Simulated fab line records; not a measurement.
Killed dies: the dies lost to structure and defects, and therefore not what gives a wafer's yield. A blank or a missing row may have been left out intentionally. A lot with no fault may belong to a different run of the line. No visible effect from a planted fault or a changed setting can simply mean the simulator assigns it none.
Split-lot study | flow berkeley-cmos170 | 23 wafers read from 5 lots, route of 331 steps

== ON THE SPLIT ==
At UCB170_NWELL_CVD_04 (deposits Si3N4 from SiH2Cl2/NH3, target thk 224 nm, time 3360 s), the setting sih2cl2-flow-sccm was moved away from the recipe's 25 sccm on 15 of the 23 wafers read, by -8.6% to +8.9%. All remaining wafers had this setting at the recipe value.

The reading comes from the split's own step.

== THE READING ==
Si3N4_of_NWELL_CVD_04.thk-nm (the simulator's own value, which no gauge read), in nm, at UCB170_NWELL_CVD_04 (deposits Si3N4 from SiH2Cl2/NH3, target thk 224 nm, time 3360 s). There is no usual value for it anywhere in the file. The 8 wafers here that ran the recipe average 223.7 nm, standard deviation 1.1 nm.

wafer  | tool, chamber at the split | sih2cl2-flow-sccm as run, sccm | against the recipe | Si3N4_of_NWELL_CVD_04.thk-nm, nm | against lot-mates on the recipe
L074.1 | -, -                       | 25                             | recipe             | 223.4                            | -
L074.2 | -, -                       | 25                             | recipe             | 223.8                            | -
L074.4 | -, -                       | 25                             | recipe             | 222.1                            | -
L074.5 | -, -                       | 25                             | recipe             | 222.5                            | -
L074.6 | -, -                       | 25                             | recipe             | 224.1                            | -
L075.1 | -, -                       | 23.2                           | -7.2%              | 219.7                            | no lot-mate on the recipe
L075.3 | -, -                       | 23.2                           | -7.2%              | 220.6                            | no lot-mate on the recipe
L075.4 | -, -                       | 23.2                           | -7.2%              | 220.4                            | no lot-mate on the recipe
L075.5 | -, -                       | 23.2                           | -7.2%              | 221.2                            | no lot-mate on the recipe
L075.6 | -, -                       | 23.2                           | -7.2%              | 222.9                            | no lot-mate on the recipe
L078.1 | lpcvd-01, 1                | 25                             | recipe             | 225.3                            | -
L078.4 | lpcvd-01, 1                | 25                             | recipe             | 225.3                            | -
L078.5 | lpcvd-01, 1                | 25                             | recipe             | 223                              | -
L079.1 | -, -                       | 27.22                          | +8.9%              | 228.3                            | no lot-mate on the recipe
L079.2 | -, -                       | 27.22                          | +8.9%              | 227.6                            | no lot-mate on the recipe
L079.5 | -, -                       | 27.22                          | +8.9%              | 227.6                            | no lot-mate on the recipe
L079.3 | -, -                       | 27.22                          | +8.9%              | 228.7                            | no lot-mate on the recipe
L079.4 | -, -                       | 27.22                          | +8.9%              | 228.5                            | no lot-mate on the recipe
L082.1 | -, -                       | 22.86                          | -8.6%              | 218.6                            | no lot-mate on the recipe
L082.2 | -, -                       | 22.86                          | -8.6%              | 216.5                            | no lot-mate on the recipe
L082.4 | -, -                       | 22.86                          | -8.6%              | 220                              | no lot-mate on the recipe
L082.5 | -, -                       | 22.86                          | -8.6%              | 218.3                            | no lot-mate on the recipe
L082.6 | -, -                       | 22.86                          | -8.6%              | 218.7                            | no lot-mate on the recipe

THE FIT
A straight line over all 23 wafers: Si3N4_of_NWELL_CVD_04.thk-nm changes by +0.511 nm for each +1% of sih2cl2-flow-sccm; r = +0.94; the points scatter about the line by 1.2 nm.
Too few moved wafers with a lot-mate on the recipe to fit a line net of each lot's own level.

== FILE'S OWN FIT ==
Si3N4_of_NWELL_CVD_04.thk-nm changes by +0.512 nm for each +1% of sih2cl2-flow-sccm, r = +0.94.
